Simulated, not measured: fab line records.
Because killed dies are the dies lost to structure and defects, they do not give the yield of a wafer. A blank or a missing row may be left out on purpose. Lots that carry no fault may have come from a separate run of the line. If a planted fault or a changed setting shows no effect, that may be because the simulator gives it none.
fab line records	flow ritCmos
record: lots: 5	wafers: 23
route steps=202 shown ACTIVE@4 FOX1@20 FOX2@23 PWELL@40 WELLDRIVE@50 PRETRO@72 GATE@89 NLDD@104 PLDD@122 SILICIDE@162 M1@202
startH: hours from the record's first day to the start of the lot's first wafer shown	waitH: hours elapsed since this lot's preceding step	" unchanged from the row above	L1.1+2: a row that stands for several wafers	- no value, or no start was given	* or withheld: withheld	< > ~ a bound
route shown NAME@n: a module of which the file shows steps, and the number in the route of the first	usual: average and standard deviation across the fault-free wafers	same: alike in all rows	chamber/n: place in a boat	sites: the reading at each site	_std_site: standard deviation across them	_edge_site: mean of outer sites minus mean of inner sites	radiusMm: for every site, how far away it sits from the centre of the wafer	mask NAME#n: copy n	behind: the most recent tool/chamber to have shaped the wafer	hold: what put the lot on hold/how long, in hours/how the hold closed	device: the n, p or np transistor that did not switch	end of line: tests run on the same wafers once the route is complete	for a step that has no rows: nothing shown but its recipe	killed: not the wafer's yield, but the dies lost to structure and defects at the first sort	map: a wafer's dies, marking killed ones x, the rest . and places with no die _
set.NAME: the run value of the setting; set.NAME@STEP: its run value at that earlier step	model.NAME: the simulator's own value behind a step, which no gauge read
lots with deliberately changed settings; one table per step, one row per wafer
== steps ==
step: RIT_ACTIVE_CVD_03
recipe: material: Si3N4	targetThkNm: 150	tempC: 810	precursor: SiH2Cl2/NH3	timeS: 1500	pressureMtorr: 300	sih2cl2FlowSccm: 60	nh3FlowSccm: 150
lot.wafer	tool	chamber	startH	waitH	set.nh3FlowSccm
L077.2+3+5	lpcvd-02	1	27.11	0.0	150
L080.1+2+3+4+5	-	-	-	0.1	130.7
L083.1+2+3+4+5	-	-	-	0.1	167.2
L084.1+3+4+5+6	-	-	-	0.1	150
L085.1+3+4+5+6	-	-	-	0.7	143.7
step: RIT_ACTIVE_ETCH_13
recipe: stopOn: SiO2	chemistry: SF6	target: Si3N4	timeS: 210	overEtchFrac: 0.4	SF6_flow_sccm: 200	pressureMtorr: 260	rfW: 125	targetDepthA: 2100
lot.wafer	tool	chamber	startH	waitH	set.rfW
L077.2+3+5	rieDiel-04	3,0,1	29.71	0.1	125
L080.1+2	rieDiel-01	1,3	44.74	0.1	125
L080.3+4+5	"	2,0,3	"	"	139.5
L083.1+2+3	rieDiel-03	3,2,0	59.84	0.1	125
L083.4+5	"	1,0	"	"	132
L084.1+4+5	rieDiel-01	0,1,1	65.48	0.1	139.3
L084.3+6	"	3,2	"	"	125
L085.1+5+6	rieDiel-03	0,1,2	72.66	0.1	125
L085.3+4	"	1,2	"	"	137
step: RIT_ACTIVE_STRIP_14
recipe: chemistry: O2	timeS: 180	resist: NOVOLAK	platenTempC: withheld	powerW: 500	pressureMtorr: 4000	o2FlowSccm: 4000
step: RIT_ACTIVE_CLEAN_16
recipe: chemistry: dHF	dilution: 50:1	timeS: 30
step: RIT_ACTIVE_CLEAN_17
recipe: chemistry: SC2	mix: 3:3:50	timeS: 600	tempC: 75	dry: n2Spin
step: RIT_FOX1_OXIDATION_00
recipe: tempC: 1100	ambient: H2O	targetThkA: 3507	pH2oTorr: 720	oxTimeS: 1130
lot.wafer	tool	chamber	startH	waitH	set.nh3FlowSccm@ACTIVE_CVD_03	model.Si3N4_of_ACTIVE_CVD_03.thkNm
L077.2	furnace-03	0	30.92	0.4	150	143.5
L077.3	"	0	"	"	150	142.7
L077.5	"	0	"	"	150	142.8
L080.1	furnace-01	0	45.53	0.0	130.7	129.7
L080.2	"	0	"	"	130.7	129.9
L080.3	"	0	"	"	130.7	128.6
L080.4	"	0	"	"	130.7	129.5
L080.5	"	0	"	"	130.7	129.6
L083.1+3	furnace-03	0	62.05	1.4	167.2	157.2
L083.2	"	0	"	"	167.2	157.6
L083.4	"	0	"	"	167.2	158
L083.5	"	0	"	"	167.2	156.5
L084.1	furnace-01	0	67.24	1.0	150	143
L084.3	"	0	"	"	150	142.9
L084.4	"	0	"	"	150	142.3
L084.5	"	0	"	"	150	143.5
L084.6	"	0	"	"	150	143.2
L085.1	furnace-04	0	74.33	0.8	143.7	136.7
L085.3	"	0	"	"	143.7	137.9
L085.4	"	0	"	"	143.7	139.4
L085.5	"	0	"	"	143.7	138
L085.6	"	0	"	"	143.7	136.9
step: RIT_FOX1_WET_ETCH_02
recipe: chemistry: BOE	targetDepthNm: 350	timeS: 390	tempC: 21.5	dry: n2Spin	dilution: 10:1	target: SiO2
lot.wafer	tool	chamber	startH	waitH	set.timeS
L077.2+3+5	wetBench-02	1	32.29	0.0	390
L080.1+2+3+4+5	-	-	-	0.1	437.3
L083.1+2+3+4+5	-	-	-	0.1	421.6
L084.1+3+4+5+6	-	-	-	0.1	390
L085.1+3+4+5+6	-	-	-	0.1	428
step: RIT_FOX2_OXIDATION_00
recipe: tempC: 1100	ambient: H2O	targetThkA: 3507	pH2oTorr: 720	oxTimeS: 1130
lot.wafer	tool	chamber	startH	waitH	set.nh3FlowSccm@ACTIVE_CVD_03	model.Si3N4_of_ACTIVE_CVD_03.thkNm
L077.2	furnace-01	0	32.41	0.0	150	132.2
L077.3	"	0	"	"	150	131.4
L077.5	"	0	"	"	150	131.6
L080.1	furnace-01	0	-	-	130.7	118.2
L080.2	"	0	"	"	130.7	118.4
L080.3	"	0	"	"	130.7	117.1
L080.4	"	0	"	"	130.7	118
L080.5	"	0	"	"	130.7	118.1
L083.1+3	furnace-03	0	-	-	167.2	145.9
L083.2	"	0	"	"	167.2	146.3
L083.4	"	0	"	"	167.2	146.7
L083.5	"	0	"	"	167.2	145.2
L084.1	furnace-03	0	-	-	150	131.6
L084.3	"	0	"	"	150	131.5
L084.4	"	0	"	"	150	130.9
L084.5	"	0	"	"	150	132.1
L084.6	"	0	"	"	150	131.7
L085.1	furnace-02	0	-	-	143.7	125.4
L085.3	"	0	"	"	143.7	126.6
L085.4	"	0	"	"	143.7	128.2
L085.5	"	0	"	"	143.7	126.7
L085.6	"	0	"	"	143.7	125.7
step: RIT_FOX2_CLEAN_02
recipe: chemistry: dHF	dilution: 50:1	timeS: 180
step: RIT_FOX2_WET_ETCH_03
recipe: chemistry: H3PO4	target: Si3N4	targetDepthNm: 195	tempC: 165	timeS: 2700
lot.wafer	tool	chamber	startH	waitH	set.rfW@ACTIVE_ETCH_13	model.SiO2_of_ACTIVE_OXIDATION_01.thkNm
L077.2	wetBench-04	3	33.84	0.0	125	41.12
L077.3	"	3	"	"	125	41.83
L077.5	"	3	"	"	125	42.28
L080.1	wetBench-01	1	48.46	0.0	125	40.86
L080.2	"	1	"	"	125	41.63
L080.3	"	1	"	"	139.5	34.51
L080.4	"	1	"	"	139.5	35.9
L080.5	"	1	"	"	139.5	34.65
L083.1	wetBench-01	3	67.39	0.0	125	41.69
L083.2	"	3	"	"	125	39.7
L083.3	"	3	"	"	125	41.48
L083.4	"	3	"	"	132	36.94
L083.5	"	3	"	"	132	38.6
L084.1	wetBench-03	1	70.63	0.0	139.3	35.5
L084.3	"	1	"	"	125	41.91
L084.4	"	1	"	"	139.3	34.91
L084.5	"	1	"	"	139.3	34.78
L084.6	"	1	"	"	125	41.94
L085.1	wetBench-04	3	77.97	0.0	125	41.7
L085.3	"	3	"	"	137	34.72
L085.4	"	3	"	"	137	34.38
L085.5	"	3	"	"	125	40.66
L085.6	"	3	"	"	125	40.16
step: RIT_PWELL_COAT_01
recipe: resist: NOVOLAK	spinRpm: 2000	resistThkNm: 1300
lot.wafer	tool	chamber	startH	waitH	set.resistThkNm	model.NOVOLAK_of_PWELL_COAT_01.thkNm
L077.2	lithoTrack-03	0	36.51	0.1	1300	1300
L077.3	"	0	"	"	1300	1302
L077.5	"	0	"	"	1300	1299
L080.1	lithoTrack-04	0	51.10	0.1	1267	1268
L080.2	"	0	"	"	1267	1267
L080.3	"	0	"	"	1300	1301
L080.4	"	0	"	"	1267	1263
L080.5	"	0	"	"	1300	1299
L083.1	lithoTrack-04	0	69.91	0.1	1252	1251
L083.2	"	0	"	"	1300	1301
L083.3+4	"	0	"	"	1300	1304
L083.5	"	0	"	"	1252	1252
L084.1	lithoTrack-03	0	73.42	0.1	1300	1301
L084.3	"	0	"	"	1300	1299
L084.4	"	0	"	"	1300	1297
L084.5	"	0	"	"	1300	1296
L084.6	"	0	"	"	1300	1300
L085.1	lithoTrack-01	0	80.68	0.1	1300	1288
L085.3	"	0	"	"	1300	1294
L085.4	"	0	"	"	1300	1290
L085.5	"	0	"	"	1333	1328
L085.6	"	0	"	"	1333	1325
step: RIT_PWELL_SOFTBAKE_02
recipe: resist: NOVOLAK	tempC: 90	timeS: 60
lot.wafer	tool	chamber	startH	waitH	set.tempC
L077.2+3+5	lithoTrack-03	0	36.66	0.1	90
L080.1+5	lithoTrack-04	0	51.25	0.1	91.61
L080.2+3+4	"	0	"	"	90
L083.1+2+4	lithoTrack-04	0	70.06	0.1	90
L083.3+5	"	0	"	"	92.56
L084.1+3+5	lithoTrack-03	0	73.57	0.1	90
L084.4+6	"	0	"	"	87.93
L085.1+3	lithoTrack-01	0	80.83	0.1	92.48
L085.4+5+6	"	0	"	"	90
step: RIT_PWELL_EXPOSE_03
recipe: maskId: M3	na: 0.57	targetCdNm: 43700	doseMj: 250
step: RIT_PWELL_PEB_04
recipe: resist: NOVOLAK	tempC: withheld	timeS: withheld
step: RIT_PWELL_DEVELOP_05
recipe: resist: NOVOLAK	developTimeS: 68	devTempC: 23
step: RIT_PWELL_HARDBAKE_07
recipe: resist: NOVOLAK	tempC: 140	timeS: 120
lot.wafer	tool	chamber	startH	waitH	set.resistThkNm@PWELL_COAT_01	model.NOVOLAK_of_PWELL_COAT_01.thkNm
L077.2	lithoTrack-04	0	37.42	0.1	1300	1137
L077.3	"	0	"	"	1300	1139
L077.5	"	0	"	"	1300	1136
L080.1+2	lithoTrack-04	0	51.87	0.0	1267	1109
L080.3	"	0	"	"	1300	1138
L080.4	"	0	"	"	1267	1105
L080.5	"	0	"	"	1300	1136
L083.1+5	lithoTrack-04	0	70.81	0.0	1252	1095
L083.2	"	0	"	"	1300	1138
L083.3+4	"	0	"	"	1300	1141
L084.1+6	lithoTrack-01	0	74.19	0.0	1300	1137
L084.3	"	0	"	"	1300	1136
L084.4	"	0	"	"	1300	1135
L084.5	"	0	"	"	1300	1134
L085.1	lithoTrack-03	0	81.45	0.0	1300	1127
L085.3	"	0	"	"	1300	1132
L085.4	"	0	"	"	1300	1128
L085.5	"	0	"	"	1333	1161
L085.6	"	0	"	"	1333	1159
step: RIT_PWELL_IMPLANT_08
recipe: species: B	energyKev: 170	doseCm2: 7e+13	tiltDeg: 7
lot.wafer	tool	chamber	startH	waitH	set.doseCm2
L077.2+3+5	implanter-02	0	37.65	0.2	7e+13
L080.1+4+5	implanter-01	0	52.12	0.2	7.417e+13
L080.2+3	"	0	"	"	7e+13
L083.1+3	implanter-01	0	71.06	0.2	7e+13
L083.2+4+5	"	0	"	"	7.292e+13
L084.1+5+6	implanter-01	0	74.44	0.2	7e+13
L084.3+4	"	0	"	"	7.367e+13
L085.1+6	implanter-02	0	81.70	0.2	7e+13
L085.3+4+5	"	0	"	"	6.639e+13
step: RIT_PWELL_STRIP_09
recipe: chemistry: O2	timeS: 180	resist: NOVOLAK	platenTempC: withheld	powerW: 500	pressureMtorr: 4000	o2FlowSccm: 4000
step: RIT_PWELL_TW_MEAS_10
usual: PWELL_TW: 955/5.6
lot.wafer	tool	chamber	startH	waitH	set.doseCm2@PWELL_IMPLANT_08	PWELL_TW
L077.2	filmMetro-04	-	37.96	0.1	7e+13	954
L077.3	"	-	"	"	7e+13	959
L077.5	"	-	"	"	7e+13	959
L080.1	filmMetro-02	-	52.44	0.1	7.417e+13	975
L080.2	"	-	"	"	7e+13	956
L080.3	"	-	"	"	7e+13	956
L080.4	"	-	"	"	7.417e+13	975
L080.5	"	-	"	"	7.417e+13	978
L083.1	filmMetro-04	-	71.38	0.1	7e+13	959
L083.2	"	-	"	"	7.292e+13	969
L083.3	"	-	"	"	7e+13	964
L083.4	"	-	"	"	7.292e+13	971
L083.5	"	-	"	"	7.292e+13	973
L084.1	filmMetro-02	-	74.76	0.1	7e+13	963
L084.3	"	-	"	"	7.367e+13	975
L084.4	"	-	"	"	7.367e+13	971
L084.5	"	-	"	"	7e+13	960
L084.6	"	-	"	"	7e+13	960
L085.1	filmMetro-02	-	82.02	0.1	7e+13	958
L085.3	"	-	"	"	6.639e+13	940
L085.4	"	-	"	"	6.639e+13	941
L085.5	"	-	"	"	6.639e+13	940
L085.6	"	-	"	"	7e+13	956
step: RIT_WELLDRIVE_ANNEAL_00
recipe: tempC: 1100	timeS: 14700	ambient: N2
step: RIT_WELLDRIVE_RS_MEAS_02
recipe: thkMeasGauge: four-point-probe
usual: PWELL_RS: 430.3/1.5
lot.wafer	tool	chamber	startH	waitH	set.doseCm2@PWELL_IMPLANT_08	PWELL_RS[ohm/sq]
L077.2	filmMetro-02	-	43.32	0.1	7e+13	430.2
L077.3	"	-	"	"	7e+13	429.5
L077.5	"	-	"	"	7e+13	428.1
L080.1	filmMetro-04	-	58.10	0.1	7.417e+13	414.4
L080.2	"	-	"	"	7e+13	428.5
L080.3	"	-	"	"	7e+13	430.0
L080.4	"	-	"	"	7.417e+13	416.0
L080.5	"	-	"	"	7.417e+13	414.2
L083.1	filmMetro-04	-	76.65	0.1	7e+13	431.8
L083.2	"	-	"	"	7.292e+13	420.5
L083.3	"	-	"	"	7e+13	430.8
L083.4	"	-	"	"	7.292e+13	421.0
L083.5	"	-	"	"	7.292e+13	421.6
L084.1	filmMetro-03	-	81.60	0.1	7e+13	427.7
L084.3	"	-	"	"	7.367e+13	414.0
L084.4	"	-	"	"	7.367e+13	413.0
L084.5	"	-	"	"	7e+13	428.6
L084.6	"	-	"	"	7e+13	426.3
L085.1	filmMetro-04	-	87.47	0.1	7e+13	431.0
L085.3	"	-	"	"	6.639e+13	447.2
L085.4	"	-	"	"	6.639e+13	447.9
L085.5	"	-	"	"	6.639e+13	446.4
L085.6	"	-	"	"	7e+13	432.2
step: RIT_PRETRO_IMPLANT_08
recipe: species: B	energyKev: 45	doseCm2: 1.2e+13	tiltDeg: 7
lot.wafer	tool	chamber	startH	waitH	set.energyKev	model.implant.rpNm	model.implant.drpNm
L077.2+3+5	implanter-03	0	46.37	0.2	45	144.1	55.07
L080.1+3+5	implanter-01	0	60.94	0.2	43.09	147.2	53.66
L080.2+4	"	0	"	"	45	153.4	55.07
L083.1+2+5	implanter-04	0	79.49	0.2	45	143.1	55.07
L083.3+4	"	0	"	"	42.6	135.8	53.3
L084.1+4+6	implanter-04	0	84.52	0.2	45	140.9	55.07
L084.3+5	"	0	"	"	46.48	145.2	56.13
L085.1+4+5	implanter-01	0	90.43	0.2	42.33	138.4	53.09
L085.3+6	"	0	"	"	45	146.7	55.07
step: RIT_GATE_EXPOSE_13
recipe: maskId: M6	na: 0.6	sourceShape: conventional	sigmaOuter: 0.6	targetCdNm: 150	doseMj: 380
lot.wafer	tool	chamber	startH	waitH	mask	set.doseMj
L077.2+3+5	ilineStepper-01	0	53.37	0.2	M6#0	380
L080.1+4	ilineStepper-01	0	70.58	0.2	M6#0	355.9
L080.2+3+5	"	0	"	"	M6#0	380
L083.1+4	ilineStepper-02	0	84.62	0.1	M6#0	380
L083.2+3+5	"	0	"	"	M6#0	395.7
L084.1+5	ilineStepper-01	0	89.02	0.2	M6#0	358.1
L084.3+4+6	"	0	"	"	M6#0	380
L085.1+3+4+5+6	ilineStepper-01	0	97.18	0.1	M6#0	380
step: RIT_NLDD_COAT_01
recipe: resist: NOVOLAK	spinRpm: 3250	resistThkNm: 1000
lot.wafer	tool	chamber	startH	waitH	set.resistThkNm	model.NOVOLAK_of_NLDD_COAT_01.thkNm
L077.2	lithoTrack-01	0	57.61	0.1	1000	1001
L077.3	"	0	"	"	1000	999.7
L077.5	"	0	"	"	1000	999.4
L080.1+5	lithoTrack-04	0	75.11	0.1	1032	1033
L080.2	"	0	"	"	1000	1002
L080.3	"	0	"	"	1000	1000
L080.4	"	0	"	"	1000	999.4
L083.1	lithoTrack-03	0	90.27	0.1	1040	1046
L083.2	"	0	"	"	1040	1044
L083.3	"	0	"	"	1040	1045
L083.4	"	0	"	"	1000	1006
L083.5	"	0	"	"	1000	1007
L084.1	lithoTrack-01	0	95.89	0.1	979.3	976.5
L084.3	"	0	"	"	1000	996.9
L084.4	"	0	"	"	1000	998
L084.5	"	0	"	"	1000	996.2
L084.6	"	0	"	"	979.3	972.8
L085.1+4	lithoTrack-03	0	101.57	0.1	1000	1001
L085.3+5	"	0	"	"	1000	1002
L085.6	"	0	"	"	1000	1005
step: RIT_NLDD_SOFTBAKE_02
recipe: resist: NOVOLAK	tempC: 90	timeS: 60
step: RIT_NLDD_EXPOSE_03
recipe: maskId: M7	na: 0.57	targetCdNm: 40700	doseMj: 250
step: RIT_NLDD_DEVELOP_05
recipe: resist: NOVOLAK	developTimeS: 50	devTempC: 23
step: RIT_NLDD_HARDBAKE_07
recipe: resist: NOVOLAK	tempC: 140	timeS: 60
lot.wafer	tool	chamber	startH	waitH	set.resistThkNm@NLDD_COAT_01	model.NOVOLAK_of_NLDD_COAT_01.thkNm
L077.2	lithoTrack-03	0	58.35	0.0	1000	884.4
L077.3	"	0	"	"	1000	883.5
L077.5	"	0	"	"	1000	883.3
L080.1	lithoTrack-03	0	75.97	0.0	1032	912.4
L080.2	"	0	"	"	1000	885.1
L080.3	"	0	"	"	1000	884.2
L080.4	"	0	"	"	1000	883.2
L080.5	"	0	"	"	1032	912.2
L083.1	lithoTrack-04	0	91.13	0.0	1040	924
L083.2	"	0	"	"	1040	922.4
L083.3	"	0	"	"	1040	923.4
L083.4	"	0	"	"	1000	889.2
L083.5	"	0	"	"	1000	890
L084.1	lithoTrack-04	0	96.62	0.0	979.3	863.2
L084.3	"	0	"	"	1000	881
L084.4	"	0	"	"	1000	882.1
L084.5	"	0	"	"	1000	880.5
L084.6	"	0	"	"	979.3	859.9
L085.1+4	lithoTrack-04	0	102.35	0.1	1000	884.9
L085.3	"	0	"	"	1000	885.6
L085.5	"	0	"	"	1000	885.7
L085.6	"	0	"	"	1000	887.9
step: RIT_NLDD_IMPLANT_08
recipe: species: P	energyKev: 20	doseCm2: 5e+14	tiltDeg: 7
lot.wafer	tool	chamber	startH	waitH	set.energyKev	model.implant.rpNm	model.implant.drpNm
L077.2+3+5	implanter-01	0	58.50	0.1	20	27.51	12.97
L080.1+2	implanter-02	0	76.12	0.1	20.43	28.42	13.14
L080.3+4+5	"	0	"	"	20	28.01	12.97
L083.1+2	implanter-02	0	91.28	0.1	20	27.35	12.97
L083.3+4+5	"	0	"	"	20.83	28.11	13.29
L084.1+4+5	implanter-01	0	96.77	0.1	20	27.67	12.97
L084.3+6	"	0	"	"	19.49	27.2	12.77
L085.1+3+4+5+6	implanter-01	0	102.50	0.1	20	28.34	12.97
step: RIT_PLDD_IMPLANT_08
recipe: species: BF2	energyKev: 20	doseCm2: 9e+14	tiltDeg: 7
lot.wafer	tool	chamber	startH	waitH	set.energyKev	model.implant.drpNm
L077.2+3+5	implanter-02	0	60.00	0.1	20	9.752
L080.1+4	implanter-01	0	77.54	0.1	20	9.752
L080.2+3+5	"	0	"	"	20.85	10.04
L083.1+3+5	implanter-01	0	92.70	0.1	20	9.752
L083.2+4	"	0	"	"	20.8	10.02
L084.1+3+4+5+6	implanter-02	0	98.36	0.1	20	9.752
L085.1+5+6	implanter-02	0	104.19	0.1	20	9.752
L085.3+4	"	0	"	"	19.29	9.507
step: RIT_SILICIDE_SPUTTER_01
recipe: material: Ti	targetThkNm: 30	powerW: 350	chamberPressurePa: 0.667	gas: Ar	timeS: 240	substrateTempC: 25
lot.wafer	tool	chamber	startH	waitH	set.chamberPressurePa	model.Ti_of_SILICIDE_SPUTTER_01.thkNm
L077.2	pvdSputter-02	-	67.03	0.0	0.667	30.09
L077.3	"	-	"	"	0.667	30.26
L077.5	"	-	"	"	0.667	30.47
L080.1	pvdSputter-03	-	84.21	0.0	0.6939	29.2
L080.2	"	-	"	"	0.6939	29.5
L080.3	"	-	"	"	0.6939	29.56
L080.4	"	-	"	"	0.6939	29.54
L080.5	"	-	"	"	0.6939	29.67
L083.1	pvdSputter-02	-	99.38	0.0	0.6178	30.94
L083.2	"	-	"	"	0.6178	30.76
L083.3	"	-	"	"	0.6178	30.71
L083.4	"	-	"	"	0.6178	30.64
L083.5	"	-	"	"	0.6178	30.79
L084.1	pvdSputter-03	-	105.26	0.0	0.5675	31.32
L084.3	"	-	"	"	0.5675	31.54
L084.4	"	-	"	"	0.5675	31.74
L084.5	"	-	"	"	0.5675	31.22
L084.6	"	-	"	"	0.5675	31.6
L085.1	pvdSputter-02	-	111.20	0.0	0.5732	31.44
L085.3	"	-	"	"	0.5732	31.35
L085.4	"	-	"	"	0.5732	30.9
L085.5	"	-	"	"	0.5732	31.16
L085.6	"	-	"	"	0.5732	30.86
step: RIT_SILICIDE_RS_MEAS_02
recipe: thkMeasGauge: four-point-probe	reads: Ti_of_SILICIDE_SPUTTER_01
usual: SILICIDE_TI_RS: 47.9/0.54
lot.wafer	tool	chamber	startH	waitH	set.chamberPressurePa@SILICIDE_SPUTTER_01	SILICIDE_TI_RS[ohm/sq]
L077.2	filmMetro-01	-	67.20	0.1	0.667	47.8
L077.3	"	-	"	"	0.667	47.3
L077.5	"	-	"	"	0.667	47.0
L080.1	filmMetro-01	-	84.36	0.1	0.6939	53.4
L080.2	"	-	"	"	0.6939	52.7
L080.3	"	-	"	"	0.6939	52.6
L080.4	"	-	"	"	0.6939	52.7
L080.5	"	-	"	"	0.6939	52.4
L083.1	filmMetro-01	-	99.53	0.1	0.6178	40.4
L083.2	"	-	"	"	0.6178	40.5
L083.3	"	-	"	"	0.6178	40.7
L083.4	"	-	"	"	0.6178	40.8
L083.5	"	-	"	"	0.6178	40.5
L084.1	filmMetro-04	-	105.41	0.1	0.5675	34.7
L084.3	"	-	"	"	0.5675	34.5
L084.4	"	-	"	"	0.5675	34.2
L084.5	"	-	"	"	0.5675	34.9
L084.6	"	-	"	"	0.5675	34.4
L085.1	filmMetro-04	-	111.35	0.1	0.5732	35.1
L085.3	"	-	"	"	0.5732	35.2
L085.4	"	-	"	"	0.5732	35.9
L085.5	"	-	"	"	0.5732	35.6
L085.6	"	-	"	"	0.5732	35.9
step: RIT_M1_PROBE_99
lot.wafer	tool	chamber	startH	waitH	set.doseMj@GATE_EXPOSE_13	model.etest.nmos_0p15.rOnOhmUm	model.etest.pmos_0p15.rOnOhmUm	model.etest.pmos_0p3.rOnOhmUm
L077.2	prober-02	-	76.57	0.1	380	1181	2809	6353
L077.3	prober-02	-	76.62	0.2	380	1168	2794	6305
L077.5	prober-02	-	76.72	0.2	380	1187	2832	6412
L080.1	prober-01	-	91.48	0.1	355.9	1367	3561	6738
L080.2	prober-01	-	91.53	0.1	380	1124	2744	6261
L080.3	prober-01	-	91.58	0.2	380	1228	2982	6526
L080.4	prober-01	-	91.63	0.2	355.9	1485	3898	7099
L080.5	prober-01	-	91.68	0.2	380	1163	2656	6162
L083.1	prober-02	-	106.41	0.1	380	1118	2710	6124
L083.2	prober-02	-	106.46	0.1	395.7	992.9	2202	5881
L083.3	prober-02	-	106.51	0.2	395.7	863.6	1905	5667
L083.4	prober-02	-	106.56	0.2	380	1161	2828	6300
L083.5	prober-02	-	106.61	0.2	395.7	873.2	1984	5781
L084.1	prober-01	-	112.09	0.1	358.1	1391	3501	6678
L084.3	prober-01	-	112.19	0.2	380	1182	2791	6311
L084.4	prober-01	-	112.24	0.2	380	1179	2699	6115
L084.6	prober-01	-	112.34	0.2	380	1156	2735	6247
L085.1	prober-02	-	117.98	0.1	380	1117	2675	6117
L085.3	prober-02	-	118.08	0.2	380	1121	2829	6304
L085.4	prober-02	-	118.13	0.2	380	1123	2838	6296
L085.5	prober-02	-	118.18	0.2	380	1143	2744	6334
L085.6	prober-02	-	118.23	0.2	380	1139	2789	6267
killed by level:class
L077.2 FOX1:geometricParticle:short=1 SILICIDE:geometricParticle:open=1 SILICIDE:geometricParticle:short=1
L077.3 FOX1:geometricParticle:open=1 GATE:geometricParticle:open=1 SPACER:geometricParticle:open=1 SPACER:geometricParticle:short=1
L077.5 SPACER:geometricParticle:short=2 SILICIDE:geometricParticle:open=2 FOX1:geometricParticle:short=1 FOX1:geometricParticle:open=1 FOX2:geometricParticle:open=1 GATE:geometricParticle:open=1 SILICIDE:geometricParticle:short=1
== key ==
split: step: RIT_ACTIVE_CVD_03	setting: nh3FlowSccm	stated: 150	by: lot
response: step: RIT_FOX1_OXIDATION_00	reading: model.Si3N4_of_ACTIVE_CVD_03.thkNm	change: +1.15	per: 1%	r: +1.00
response: step: RIT_FOX2_OXIDATION_00	reading: model.Si3N4_of_ACTIVE_CVD_03.thkNm	change: +1.16	per: 1%	r: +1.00
split: step: RIT_ACTIVE_ETCH_13	setting: rfW	stated: 125	by: wafer
response: step: RIT_FOX2_WET_ETCH_03	reading: model.SiO2_of_ACTIVE_OXIDATION_01.thkNm	change: -0.589	per: 1%	r: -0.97
split: step: RIT_FOX1_WET_ETCH_02	setting: timeS	stated: 390	by: lot
response none clear
split: step: RIT_PWELL_COAT_01	setting: resistThkNm	stated: 1300	by: wafer
response: step: RIT_PWELL_COAT_01	reading: model.NOVOLAK_of_PWELL_COAT_01.thkNm	change: +13.9	per: 1%	r: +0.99
response: step: RIT_PWELL_HARDBAKE_07	reading: model.NOVOLAK_of_PWELL_COAT_01.thkNm	change: +12	per: 1%	r: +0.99
split: step: RIT_PWELL_SOFTBAKE_02	setting: tempC	stated: 90	by: wafer
response none clear
split: step: RIT_PWELL_IMPLANT_08	setting: doseCm2	stated: 7e+13	by: wafer
response: step: RIT_PWELL_TW_MEAS_10	reading: PWELL_TW	change: +2.85	per: 1%	r: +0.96
response: step: RIT_WELLDRIVE_RS_MEAS_02	reading: PWELL_RS	change: -2.64	per: 1%	r: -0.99
split: step: RIT_PRETRO_IMPLANT_08	setting: energyKev	stated: 45	by: wafer
response: step: RIT_PRETRO_IMPLANT_08	reading: model.implant.rpNm	change: +1.39	per: 1%	r: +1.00
response: step: RIT_PRETRO_IMPLANT_08	reading: model.implant.drpNm	change: +0.332	per: 1%	r: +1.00
split: step: RIT_GATE_EXPOSE_13	setting: doseMj	stated: 380	by: wafer
response: step: RIT_M1_PROBE_99	reading: model.etest.nmos_0p15.rOnOhmUm	change: -42.9	per: 1%	r: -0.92
response: step: RIT_M1_PROBE_99	reading: model.etest.pmos_0p15.rOnOhmUm	change: -150	per: 1%	r: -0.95
response: step: RIT_M1_PROBE_99	reading: model.etest.pmos_0p3.rOnOhmUm	change: -92.9	per: 1%	r: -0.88
split: step: RIT_NLDD_COAT_01	setting: resistThkNm	stated: 1000	by: wafer
response: step: RIT_NLDD_COAT_01	reading: model.NOVOLAK_of_NLDD_COAT_01.thkNm	change: +9.94	per: 1%	r: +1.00
response: step: RIT_NLDD_HARDBAKE_07	reading: model.NOVOLAK_of_NLDD_COAT_01.thkNm	change: +8.7	per: 1%	r: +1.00
split: step: RIT_NLDD_IMPLANT_08	setting: energyKev	stated: 20	by: wafer
response: step: RIT_NLDD_IMPLANT_08	reading: model.implant.rpNm	change: +0.185	per: 1%	r: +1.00
response: step: RIT_NLDD_IMPLANT_08	reading: model.implant.drpNm	change: +0.0779	per: 1%	r: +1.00
split: step: RIT_PLDD_IMPLANT_08	setting: energyKev	stated: 20	by: wafer
response: step: RIT_PLDD_IMPLANT_08	reading: model.implant.drpNm	change: +0.0683	per: 1%	r: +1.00
split: step: RIT_SILICIDE_SPUTTER_01	setting: chamberPressurePa	stated: 0.667	by: lot
response: step: RIT_SILICIDE_SPUTTER_01	reading: model.Ti_of_SILICIDE_SPUTTER_01.thkNm	change: -0.0926	per: 1%	r: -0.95
response: step: RIT_SILICIDE_RS_MEAS_02	reading: SILICIDE_TI_RS	change: +0.934	per: 1%	r: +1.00
